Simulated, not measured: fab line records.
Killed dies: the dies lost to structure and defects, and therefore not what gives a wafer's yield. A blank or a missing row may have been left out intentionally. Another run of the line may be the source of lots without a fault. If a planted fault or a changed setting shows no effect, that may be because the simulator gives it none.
fab line records	flow berkeleyCmos170
record lots=24	wafers=72	lastDay=13
route steps=331 shown NWELL@27 PVT@121 GATE@139 NSD@196 M3@330
lots with no fault: from the same line, run without faults
startH: hours from the record's first day to the start of the lot's first wafer shown	waitH: how many hours have passed since the lot's step before this one	" repeats the value in the row above	L1.1+2: several wafers, shown together as one row	- either no value or no given start	* or withheld: withheld	< > ~ a bound
route shown NAME@n: a module of which the file shows steps, and the number in the route of the first	usual: the fault-free wafers' mean and standard deviation	same: alike in all rows	chamber/n: place in a boat	sites: per-site readings	_std_site: the standard deviation of these	_edge_site: mean of outer sites minus mean of inner sites	radiusMm: how far each site lies from the wafer's centre	mask NAME#n: copy n	behind: the most recent tool/chamber to have shaped the wafer	hold: reason for holding the lot/hours on hold/outcome of the hold	device: the transistor (n, p or np) that didn't switch	end of line: the same wafers' tests at the end of the route	where a step has no rows: the recipe by itself	killed: dies lost to structure and defects at the first sort, not the wafer's yield	map: dies across one wafer; x = killed, . = not, _ = none there
set.NAME: the setting that was run; set.NAME@STEP: the one run at that earlier step	model.NAME: the simulator's own value behind a step, which no gauge read
steps of the route over a sample of lots; a table a step, a row a wafer
services: a tool's chamber out of use, with start hour (startH, from the record's first day; less than 0 if before it), hours out, and reason
## steps
# step UCB170_NWELL_ETCH_13
# recipe chemistry=CH3F/Ar/O2	target=Si3N4	stopOn=SiO2	CH3F_flow_sccm=20	Ar_flow_sccm=50	O2_flow_sccm=7	pressureMtorr=50	rfW=450	targetDepthA=2464	overEtchFrac=0.1	timeS=154
# usual CH3F_flow_sccm=20.01/0.06	drypumpMotorCurrentA=5.6/0.38	oesProductAu=0.952/0.018	throttleValvePct=8.02/0.1
lot.wafer	tool	chamber	startH	waitH	CH3F_flow_sccm	drypumpMotorCurrentA	oesProductAu	rfHoursCounterH	throttleValvePct
L074.1	rieDiel-01	3	33.62	0.0	20.10	5.7	0.964	100	7.88
L074.4	"	0	"	"	20.06	5.3	0.951	93	8.17
L074.6	"	1	"	"	19.97	6.2	0.917	-	8.01
L075.1	rieDiel-04	2	44.84	0.0	19.96	5.6	0.958	158	8.10
L075.3	"	3	"	"	20.10	6.1	0.986	13	8.02
L075.6	"	3	"	"	20.07	6.1	0.988	-	8.00
L076.2	rieDiel-01	2	44.95	0.0	19.95	5.1	0.954	5	7.92
L076.3	"	1	"	"	19.97	6.2	0.924	13	8.03
L076.6	"	2	"	"	19.92	5.1	0.958	-	7.94
L077.1	rieDiel-02	2	52.96	0.0	20.00	5.7	0.955	121	8.01
L077.3	"	1	"	"	20.05	5.0	0.941	123	8.04
L077.6	"	1	"	"	19.96	5.0	0.936	-	8.03
L078.2	rieDiel-01	1	53.08	0.0	20.16	6.2	0.924	14	8.03
L078.3	"	2	"	"	19.95	5.1	0.970	5	7.92
L078.5	"	3	"	"	20.00	5.7	0.974	-	7.87
L079.1	rieDiel-01	3	65.80	0.0	19.96	5.8	0.959	101	7.87
L079.2	"	2	"	"	20.08	5.1	0.965	6	7.90
L079.3	"	1	"	"	19.93	6.2	0.911	14	8.01
L080.1	rieDiel-02	3	78.69	0.0	20.03	5.3	0.952	95	7.95
L080.3	"	2	"	"	20.05	5.7	0.970	122	8.03
L080.6	"	0	"	"	19.92	5.9	0.960	-	7.90
L081.1	rieDiel-01	2	78.78	0.0	19.99	5.1	0.956	6	7.91
L081.5	"	2	"	"	19.97	5.1	0.962	-	7.92
L081.6	"	3	"	"	20.00	5.7	0.964	-	7.88
L082.3	rieDiel-01	2	84.04	0.0	19.98	5.1	0.954	6	7.92
L082.5	"	0	"	"	20.02	5.3	0.948	-	8.19
L082.6	"	1	"	"	19.95	6.2	0.911	-	8.02
L083.1	rieDiel-02	2	84.38	0.0	19.89	5.7	0.964	123	8.01
L083.4	"	0	"	"	20.00	5.9	0.948	130	7.89
L083.6	"	0	"	"	20.04	5.9	0.944	-	7.90
L084.1	rieDiel-04	2	93.79	0.0	20.01	5.6	0.961	159	8.08
L084.3	"	1	"	"	19.99	5.3	0.946	8	8.21
L084.5	"	2	"	"	20.05	5.6	0.950	-	8.08
L085.1	rieDiel-02	0	93.89	0.0	19.96	5.9	0.954	130	7.88
L085.2	"	3	"	"	20.05	5.3	0.947	96	7.96
L085.3	"	1	"	"	20.10	5.0	0.930	126	8.03
L086.1	rieDiel-04	3	98.13	0.0	20.08	6.0	0.980	15	8.01
L086.3	"	2	"	"	20.04	5.6	0.951	159	8.08
L086.4	"	2	"	"	19.99	5.6	0.953	-	8.07
L087.1	rieDiel-02	0	98.25	0.0	19.98	5.8	0.958	130	7.91
L087.5	"	3	"	"	20.03	5.3	0.971	-	7.96
L087.6	"	2	"	"	20.02	5.7	0.971	-	8.01
L089.1	rieDiel-04	1	108.51	0.0	20.05	5.3	0.950	9	8.22
L089.2	"	3	"	"	20.00	6.1	0.986	15	8.00
L089.4	"	1	"	"	20.01	5.3	0.955	-	8.22
L088.1	rieDiel-01	2	108.76	0.0	20.06	5.1	0.961	7	7.91
L088.2	"	1	"	"	19.88	6.2	0.928	16	8.03
L088.6	"	3	"	"	20.01	5.8	0.966	-	7.88
L090.1	rieDiel-04	3	121.97	0.0	19.93	6.0	0.984	16	8.00
L090.5	"	2	"	"	20.08	5.6	0.961	-	8.08
L090.6	"	1	"	"	20.12	5.3	0.952	-	8.22
L091.3	rieDiel-01	0	122.25	0.0	20.00	5.4	0.931	96	8.17
L091.4	"	3	"	"	19.92	5.7	0.945	103	7.88
L091.5	"	1	"	"	19.97	6.2	0.915	-	8.01
L092.1	rieDiel-04	2	122.52	0.0	20.06	5.6	0.954	161	8.07
L092.5	"	3	"	"	19.98	6.1	0.986	-	8.02
L092.6	"	2	"	"	20.05	5.6	0.960	-	8.08
L093.3	rieDiel-02	1	135.24	0.0	19.99	5.0	0.937	127	8.01
L093.5	"	3	"	"	20.12	5.3	0.957	-	7.96
L093.6	"	0	"	"	19.94	5.8	0.951	-	7.89
L094.1	rieDiel-01	0	138.90	0.0	20.00	5.3	0.955	96	8.17
L094.2	"	3	"	"	20.14	5.7	0.959	103	7.88
L094.5	"	3	"	"	20.09	5.7	0.966	-	7.87
L095.2	rieDiel-01	0	150.23	0.0	20.07	5.4	0.929	97	8.17
L095.3	"	2	"	"	20.01	5.1	0.948	9	7.90
L095.6	"	2	"	"	19.93	5.1	0.953	-	7.91
L096.2	rieDiel-02	1	150.40	0.0	20.00	5.0	0.936	128	8.02
L096.3	"	0	"	"	20.00	5.9	0.949	133	7.91
L096.4	"	2	"	"	20.00	5.7	0.972	126	8.03
L097.2	rieDiel-04	0	150.40	0.0	20.08	5.6	0.952	112	8.01
L097.3	"	3	"	"	19.93	6.1	0.969	18	8.03
L097.5	"	1	"	"	20.01	5.3	0.937	-	8.21
# step UCB170_PVT_OVL_MEAS_06
# usual PVT_OVL=0/5.4
lot.wafer	tool	chamber	startH	waitH	PVT_OVL[nm]
L074.1	overlay-02	-	130.18	-	-2
L074.4	"	-	"	"	-3
L074.6	"	-	"	"	-1
L075.1	overlay-01	-	140.15	-	-4
L075.3	"	-	"	"	-3
L075.6	"	-	"	"	-12
L076.2	overlay-01	-	140.69	-	-8
L076.3	"	-	"	"	-6
L076.6	"	-	"	"	-3
L077.1	overlay-02	-	155.88	-	11
L077.3	"	-	"	"	15
L077.6	"	-	"	"	5
L078.2	overlay-01	-	156.32	-	3
L078.3	"	-	"	"	-4
L078.5	"	-	"	"	-2
L079.1	overlay-02	-	165.76	-	-6
L079.2	"	-	"	"	-2
L079.3	"	-	"	"	-4
L081.1	overlay-02	-	174.86	-	-1
L081.5	"	-	"	"	4
L081.6	"	-	"	"	-5
L080.1	overlay-01	-	175.16	-	-5
L080.3	"	-	"	"	-2
L080.6	"	-	"	"	9
L082.3	overlay-02	-	179.04	-	1
L082.5	"	-	"	"	1
L082.6	"	-	"	"	-8
L083.1	overlay-01	-	179.31	-	-9
L083.4	"	-	"	"	-5
L083.6	"	-	"	"	-12
L085.1	overlay-01	-	188.32	-	-1
L085.2	"	-	"	"	7
L085.3	"	-	"	"	-3
L084.1	overlay-02	-	188.70	-	-3
L084.3	"	-	"	"	-3
L084.5	"	-	"	"	0
L086.1	overlay-02	-	189.34	-	3
L086.3	"	-	"	"	3
L086.4	"	-	"	"	-4
L087.1	overlay-01	-	199.91	-	-7
L087.5	"	-	"	"	0
L087.6	"	-	"	"	-2
L088.1	overlay-02	-	200.31	-	3
L088.2	"	-	"	"	6
L088.6	"	-	"	"	7
L089.1	overlay-01	-	200.78	-	-5
L089.2	"	-	"	"	2
L089.4	"	-	"	"	3
L092.1	overlay-01	-	223.85	-	-4
L092.5	"	-	"	"	-7
L092.6	"	-	"	"	4
L090.1	overlay-02	-	224.02	-	7
L090.5	"	-	"	"	2
L090.6	"	-	"	"	4
L091.3	overlay-01	-	224.13	-	3
L091.4	"	-	"	"	-7
L091.5	"	-	"	"	4
L093.3	overlay-01	-	229.81	-	-1
L093.5	"	-	"	"	0
L093.6	"	-	"	"	0
L094.1	overlay-01	-	230.28	-	2
L094.2	"	-	"	"	11
L094.5	"	-	"	"	0
L095.2	overlay-02	-	254.07	-	-6
L095.3	"	-	"	"	3
L095.6	"	-	"	"	2
L097.2	overlay-02	-	254.22	-	1
L097.3	"	-	"	"	1
L097.5	"	-	"	"	-2
L096.2	overlay-02	-	254.37	-	2
L096.3	"	-	"	"	2
L096.4	"	-	"	"	-3
# step UCB170_GATE_OVL_MEAS_13
# usual GATE_OVL=1/5.1
lot.wafer	tool	chamber	startH	waitH	GATE_OVL[nm]
L074.1	overlay-02	-	145.22	0.1	6
L074.4	"	-	"	"	-1
L074.6	"	-	"	"	6
L076.2	overlay-01	-	155.95	0.1	-3
L076.3	"	-	"	"	-4
L076.6	"	-	"	"	-6
L075.1	overlay-02	-	156.01	0.1	1
L075.3	"	-	"	"	5
L075.6	"	-	"	"	1
L077.1	overlay-01	-	171.90	0.1	5
L077.3	"	-	"	"	4
L077.6	"	-	"	"	7
L078.2	overlay-02	-	172.14	0.1	1
L078.3	"	-	"	"	1
L078.5	"	-	"	"	3
L079.1	overlay-02	-	182.20	0.1	4
L079.2	"	-	"	"	3
L079.3	"	-	"	"	4
L080.1	overlay-01	-	190.41	0.1	7
L080.3	"	-	"	"	16
L080.6	"	-	"	"	6
L081.1	overlay-02	-	190.52	0.1	-2
L081.5	"	-	"	"	1
L081.6	"	-	"	"	3
L083.1	overlay-01	-	190.74	0.1	6
L083.4	"	-	"	"	13
L083.6	"	-	"	"	0
L082.3	overlay-02	-	190.87	0.1	8
L082.5	"	-	"	"	4
L082.6	"	-	"	"	7
L086.1	overlay-02	-	206.16	0.1	0
L086.3	"	-	"	"	-1
L086.4	"	-	"	"	6
L085.1	overlay-01	-	206.43	0.1	-1
L085.2	"	-	"	"	6
L085.3	"	-	"	"	1
L084.1	overlay-02	-	206.55	0.1	1
L084.3	"	-	"	"	2
L084.5	"	-	"	"	-4
L087.1	overlay-01	-	217.85	0.1	-4
L087.5	"	-	"	"	-3
L087.6	"	-	"	"	3
L089.1	overlay-01	-	218.17	0.1	-1
L089.2	"	-	"	"	-6
L089.4	"	-	"	"	0
L088.1	overlay-02	-	218.45	0.1	-5
L088.2	"	-	"	"	2
L088.6	"	-	"	"	3
L091.3	overlay-02	-	241.79	0.1	-4
L091.4	"	-	"	"	-4
L091.5	"	-	"	"	-8
L092.1	overlay-02	-	242.05	0.1	14
L092.5	"	-	"	"	11
L092.6	"	-	"	"	4
L090.1	overlay-01	-	242.26	0.1	6
L090.5	"	-	"	"	3
L090.6	"	-	"	"	3
L093.3	overlay-01	-	248.48	0.1	-1
L093.5	"	-	"	"	-9
L093.6	"	-	"	"	-2
L094.1	overlay-02	-	248.74	0.1	-1
L094.2	"	-	"	"	11
L094.5	"	-	"	"	7
L095.2	overlay-01	-	273.78	0.1	4
L095.3	"	-	"	"	2
L095.6	"	-	"	"	7
L096.2	overlay-02	-	274.05	0.1	0
L096.3	"	-	"	"	-6
L096.4	"	-	"	"	6
L097.2	overlay-02	-	274.33	0.1	1
L097.3	"	-	"	"	0
L097.5	"	-	"	"	-6
# step UCB170_GATE_ETCH_15
# recipe chemistry=HBr/Cl2	target=poly-Si	stopOn=SiO2	overEtchFrac=0.3	icpW=300	biasW=150	timeS=56.3	pressureMtorr=15	HBr_flow_sccm=150	Cl2_flow_sccm=50	targetDepthA=2782
# usual drypumpMotorCurrentA=5.5/0.36	oesProductAu=0.832/0.016	throttleValvePct=26.4/0.3
lot.wafer	tool	chamber	startH	waitH	drypumpMotorCurrentA	oesProductAu	rfHoursCounterH	throttleValvePct
L074.1	rieSi-01	2	145.30	-	6.1	0.848	50	26.3
L074.4	"	3	"	"	5.8	0.839	120	26.0
L074.6	"	0	"	"	5.0	0.817	-	26.7
L076.2	rieSi-02	0	156.03	-	5.7	0.850	82	26.5
L076.3	"	2	"	"	5.6	0.862	0	26.6
L076.6	"	2	"	"	5.6	0.858	-	26.6
L075.1	rieSi-01	0	156.09	-	5.0	0.802	102	26.7
L075.3	"	3	"	"	5.8	0.820	120	26.0
L075.6	"	3	"	"	5.8	0.825	-	26.0
L077.1	rieSi-02	1	171.98	-	5.2	0.845	101	26.6
L077.3	"	2	"	"	5.7	0.850	0	26.6
L077.6	"	1	"	"	5.3	0.847	-	26.6
L078.2	rieSi-01	1	172.22	-	5.2	0.810	74	26.1
L078.3	"	2	"	"	6.1	0.838	50	26.3
L078.5	"	3	"	"	5.8	0.824	-	26.0
L079.1	rieSi-02	1	182.28	-	5.2	0.823	101	26.6
L079.2	"	3	"	"	5.7	0.830	91	26.9
L079.3	"	2	"	"	5.7	0.839	0	26.6
L080.1	rieSi-01	0	190.49	-	5.0	0.803	103	26.7
L080.3	"	1	"	"	5.1	0.814	74	26.1
L080.6	"	0	"	"	5.0	0.795	-	26.7
L081.1	rieSi-02	2	190.60	-	5.6	0.852	0	26.6
L081.5	"	0	"	"	5.6	0.845	-	26.5
L081.6	"	1	"	"	5.2	0.834	-	26.6
L083.1	rieSi-01	0	190.82	-	5.0	0.798	103	26.7
L083.4	"	0	"	"	5.0	0.796	-	26.7
L083.6	"	1	"	"	5.1	0.816	-	26.0
L082.3	rieSi-02	3	190.94	-	5.7	0.837	91	26.9
L082.5	"	0	"	"	5.7	0.839	-	26.5
L082.6	"	1	"	"	5.2	0.842	-	26.6
L086.1	rieSi-01	1	206.24	-	5.2	0.805	75	26.1
L086.3	"	2	"	"	6.1	0.828	51	26.3
L086.4	"	1	"	"	5.1	0.807	-	26.1
L085.1	rieSi-02	3	206.51	-	5.6	0.843	91	26.8
L085.2	"	2	"	"	5.6	0.861	0	26.6
L085.3	"	0	"	"	5.6	0.840	83	26.5
L084.1	rieSi-01	2	206.63	-	6.1	0.840	51	26.3
L084.3	"	0	"	"	5.0	0.803	103	26.6
L084.5	"	1	"	"	5.1	0.812	-	26.0
L087.1	rieSi-02	2	217.93	-	5.7	0.855	1	26.6
L087.5	"	3	"	"	5.6	0.835	-	26.8
L087.6	"	0	"	"	5.7	0.838	-	26.5
L089.1	rieSi-01	1	218.25	-	5.1	0.810	75	26.1
L089.2	"	0	"	"	5.0	0.803	103	26.7
L089.4	"	3	"	"	5.9	0.830	0	25.9
L088.1	rieSi-02	1	218.53	-	5.2	0.835	101	26.6
L088.2	"	2	"	"	5.6	0.843	1	26.6
L088.6	"	1	"	"	5.2	0.827	-	26.6
L091.3	rieSi-01	1	241.86	-	5.1	0.815	75	26.1
L091.4	"	0	"	"	5.0	0.811	103	26.7
L091.5	"	2	"	"	6.1	0.842	-	26.3
L092.1	rieSi-02	0	242.13	-	5.6	0.842	83	26.5
L092.5	"	3	"	"	5.7	0.848	-	26.9
L092.6	"	0	"	"	5.7	0.845	-	26.5
L090.1	rieSi-01	2	242.34	-	6.1	0.845	51	26.3
L090.5	"	2	"	"	6.1	0.843	-	26.3
L090.6	"	3	"	"	5.8	0.830	-	25.9
L093.3	rieSi-02	3	248.54	-	5.6	0.833	91	26.8
L093.5	"	0	"	"	5.7	0.843	-	26.5
L093.6	"	1	"	"	5.2	0.845	-	26.6
L094.1	rieSi-01	3	248.84	-	5.8	0.829	0	25.8
L094.2	"	2	"	"	6.1	0.854	51	26.3
L094.5	"	3	"	"	5.8	0.834	-	25.8
L095.2	rieSi-02	2	273.85	-	5.6	0.844	1	26.6
L095.3	"	0	"	"	5.6	0.827	83	26.5
L095.6	"	2	"	"	5.6	0.844	-	26.6
L096.2	rieSi-01	2	274.13	-	6.1	0.848	51	26.3
L096.3	"	3	"	"	5.8	0.840	0	25.8
L096.4	"	1	"	"	5.1	0.818	75	26.0
L097.2	rieSi-01	0	274.40	-	5.0	0.842	0	26.5
L097.3	"	3	"	"	5.8	0.839	0	25.8
L097.5	"	3	"	"	5.8	0.836	-	25.8
# step UCB170_NSD_STRIP_09
# recipe chemistry=O2	powerW=400	pressureMtorr=3500	platenTempC=withheld	o2FlowSccm=400	overashFraction=0.5
# usual drypumpMotorCurrentA=5.54/0.26	oesProductAu=0.534/0.0043	stripTimeToEndpointS=35.83/0.064
lot.wafer	tool	chamber	startH	waitH	drypumpMotorCurrentA	oesProductAu	rfHoursCounterH	stripTimeToEndpointS
L074.1	plasmaAsher-03	1	160.33	0.1	5.37	0.539	5	35.79
L074.4	"	1	"	"	5.36	0.535	-	35.81
L074.6	"	1	"	"	5.39	0.530	-	35.87
L076.2	plasmaAsher-03	1	170.18	0.1	5.36	0.532	6	35.84
L076.3	"	0	"	"	5.52	0.528	-	35.81
L076.6	"	0	"	"	5.50	0.535	-	35.78
L075.1	plasmaAsher-02	0	170.57	0.1	5.15	0.539	45	35.88
L075.3	"	1	"	"	5.90	0.533	-	35.84
L075.6	"	0	"	"	5.15	0.539	-	35.82
L077.1	plasmaAsher-04	0	185.99	0.1	5.87	0.531	41	35.88
L077.3	"	1	"	"	5.48	0.538	-	35.85
L077.6	"	0	"	"	5.84	0.529	-	35.78
L078.2	plasmaAsher-02	0	186.23	0.1	5.11	0.533	46	35.82
L078.3	"	1	"	"	5.90	0.535	-	35.77
L078.5	"	0	"	"	5.14	0.536	-	35.79
L079.1	plasmaAsher-02	1	195.07	0.1	5.92	0.528	47	35.87
L079.2	"	0	"	"	5.20	0.541	47	35.88
L079.3	"	1	"	"	5.90	0.535	-	35.80
L080.1	plasmaAsher-04	0	205.26	0.1	5.83	0.528	43	35.75
L080.3	"	1	"	"	5.47	0.535	-	35.87
L080.6	"	1	"	"	5.45	0.530	-	35.86
L083.1	plasmaAsher-02	1	205.53	0.1	5.89	0.529	48	35.77
L083.4	"	0	"	"	5.16	0.533	-	35.76
L083.6	"	1	"	"	5.89	0.536	-	35.73
L081.1	plasmaAsher-03	1	205.99	0.1	5.37	0.529	9	35.76
L081.5	"	0	"	"	5.50	0.529	-	35.80
L081.6	"	1	"	"	5.37	0.532	-	35.75
L082.3	plasmaAsher-02	0	206.29	0.1	5.19	0.536	-	35.79
L082.5	"	0	"	"	5.17	0.540	-	35.71
L082.6	"	1	"	"	5.89	0.526	-	35.72
L084.1	plasmaAsher-03	1	219.42	0.1	5.36	0.532	11	35.92
L084.3	"	0	"	"	5.50	0.527	-	35.94
L084.5	"	1	"	"	5.36	0.535	-	35.94
L086.1	plasmaAsher-04	1	220.08	0.1	5.45	0.531	44	35.72
L086.3	"	0	"	"	5.86	0.533	-	35.76
L086.4	"	1	"	"	5.43	0.538	-	35.74
L085.1	plasmaAsher-04	0	220.56	0.1	5.81	0.528	44	35.85
L085.2	"	1	"	"	5.48	0.529	44	35.78
L085.3	"	1	"	"	5.49	0.536	-	35.82
L087.1	plasmaAsher-04	0	232.42	0.1	5.81	0.536	46	35.80
L087.5	"	1	"	"	5.47	0.534	-	35.85
L087.6	"	0	"	"	5.83	0.525	-	35.78
L089.1	plasmaAsher-03	1	233.15	0.1	5.37	0.538	13	35.87
L089.2	"	0	"	"	5.44	0.536	13	35.74
L089.4	"	1	"	"	5.36	0.539	-	35.89
L088.1	plasmaAsher-02	0	233.27	0.1	5.16	0.531	52	35.86
L088.2	"	1	"	"	5.89	0.529	52	35.86
L088.6	"	0	"	"	5.16	0.545	-	35.92
L091.3	plasmaAsher-03	1	255.42	0.1	5.34	0.531	-	35.71
L091.4	"	0	"	"	5.54	0.533	-	35.74
L091.5	"	1	"	"	5.35	0.542	-	35.74
L092.1	plasmaAsher-02	0	259.05	0.1	5.18	0.531	54	35.88
L092.5	"	0	"	"	5.17	0.534	-	35.96
L092.6	"	1	"	"	5.90	0.542	-	35.81
L090.1	plasmaAsher-02	1	259.29	0.1	5.90	0.532	54	35.75
L090.5	"	0	"	"	5.15	0.534	-	35.79
L090.6	"	1	"	"	5.88	0.538	-	35.83
L094.1	plasmaAsher-03	0	262.26	0.1	5.52	0.534	15	35.81
L094.2	"	1	"	"	5.36	0.534	15	35.83
L094.5	"	1	"	"	5.33	0.537	-	35.88
L093.3	plasmaAsher-04	0	262.57	0.1	5.83	0.538	-	35.91
L093.5	"	0	"	"	5.79	0.535	-	35.87
L093.6	"	1	"	"	5.47	0.534	-	35.87
L096.2	plasmaAsher-04	1	287.33	0.1	5.48	0.531	52	35.84
L096.3	"	1	"	"	5.46	0.533	-	35.83
L096.4	"	0	"	"	5.83	0.540	-	35.88
L095.2	plasmaAsher-03	0	287.46	0.1	5.51	0.537	19	35.84
L095.3	"	1	"	"	5.36	0.538	-	35.93
L095.6	"	0	"	"	5.51	0.531	-	35.83
L097.2	plasmaAsher-04	0	287.76	0.1	5.87	0.535	52	35.92
L097.3	"	1	"	"	5.45	0.526	-	35.95
L097.5	"	0	"	"	5.86	0.531	-	35.98
# step UCB170_M3_BOW_MEAS_20
# recipe mode=bow
# usual M3_BOW=34/7
lot.wafer	tool	chamber	startH	waitH	M3_BOW[um]
L074.1	filmMetro-02	-	183.89	0.1	25
L074.4	"	-	"	"	28
L074.6	"	-	"	"	24
L075.1	filmMetro-04	-	196.84	0.1	31
L075.3	"	-	"	"	34
L075.6	"	-	"	"	33
L076.2	filmMetro-02	-	197.83	0.1	38
L076.3	"	-	"	"	32
L076.6	"	-	"	"	36
L077.1	filmMetro-02	-	207.92	0.1	32
L077.3	"	-	"	"	39
L077.6	"	-	"	"	31
L078.2	filmMetro-04	-	209.04	0.1	43
L078.3	"	-	"	"	36
L078.5	"	-	"	"	33
L079.1	filmMetro-02	-	216.22	0.1	41
L079.2	"	-	"	"	36
L079.3	"	-	"	"	45
L080.1	filmMetro-03	-	228.00	0.1	39
L080.3	"	-	"	"	26
L080.6	"	-	"	"	30
L083.1	filmMetro-02	-	231.50	0.1	35
L083.4	"	-	"	"	42
L083.6	"	-	"	"	50
L081.1	filmMetro-03	-	232.73	0.1	20
L081.5	"	-	"	"	37
L081.6	"	-	"	"	37
L082.3	filmMetro-02	-	233.77	0.1	47
L082.5	"	-	"	"	40
L082.6	"	-	"	"	46
L086.1	filmMetro-04	-	241.21	0.1	34
L086.3	"	-	"	"	37
L086.4	"	-	"	"	28
L084.1	filmMetro-04	-	242.93	0.1	47
L084.3	"	-	"	"	16
L084.5	"	-	"	"	35
L085.1	filmMetro-04	-	244.60	0.1	34
L085.2	"	-	"	"	26
L085.3	"	-	"	"	33
L089.1	filmMetro-04	-	254.57	0.1	37
L089.2	"	-	"	"	26
L089.4	"	-	"	"	25
L088.1	filmMetro-04	-	256.59	0.1	33
L088.2	"	-	"	"	41
L088.6	"	-	"	"	38
L087.1	filmMetro-02	-	256.80	0.1	41
L087.5	"	-	"	"	26
L087.6	"	-	"	"	28
L091.3	filmMetro-04	-	280.43	0.1	33
L091.4	"	-	"	"	31
L091.5	"	-	"	"	43
L092.1	filmMetro-02	-	282.06	0.1	35
L092.5	"	-	"	"	37
L092.6	"	-	"	"	30
L090.1	filmMetro-04	-	284.10	0.1	40
L090.5	"	-	"	"	33
L090.6	"	-	"	"	40
L093.3	filmMetro-02	-	285.94	0.1	26
L093.5	"	-	"	"	36
L093.6	"	-	"	"	28
L094.1	filmMetro-03	-	287.36	0.1	46
L094.2	"	-	"	"	40
L094.5	"	-	"	"	36
L096.2	filmMetro-02	-	314.27	0.1	48
L096.3	"	-	"	"	42
L096.4	"	-	"	"	30
L095.2	filmMetro-03	-	314.43	0.1	30
L095.3	"	-	"	"	39
L095.6	"	-	"	"	22
L097.2	filmMetro-03	-	319.95	0.1	34
L097.3	"	-	"	"	21
L097.5	"	-	"	"	28
## services
tool	chamber	startH	hours	kind
rieDiel-02	-	45.85	0.2	repair
rieDiel-04	-	51.45	9.3	repair
plasmaAsher-02	-	61.01	0.4	repair
rieDiel-04	-	72.72	14.6	pm
plasmaAsher-03	-	80.71	9.3	repair
rieDiel-02	-	108.56	1.7	repair
plasmaAsher-03	-	108.75	9.0	pm
rieDiel-02	-	110.21	2.8	pm
rieDiel-02	-	126.67	1.3	repair
rieSi-01	-	145.69	4.3	pm
plasmaAsher-02	-	146.40	2.8	pm
rieSi-02	1	151.86	4.7	repair
rieSi-01	0	171.43	14.6	repair
rieDiel-02	3	177.04	6.1	repair
rieDiel-04	0	178.04	2.2	repair
rieDiel-04	-	187.17	0.5	repair
plasmaAsher-03	-	192.32	1.6	repair
rieSi-01	3	209.18	7.7	repair
rieDiel-01	0	211.91	16.4	repair
rieSi-02	2	235.22	16.1	repair
rieDiel-01	2	248.60	11.1	repair
plasmaAsher-04	-	249.60	1.8	repair
rieSi-01	-	260.47	4.9	repair
rieSi-02	2	283.34	30.5	repair
## key
fault none
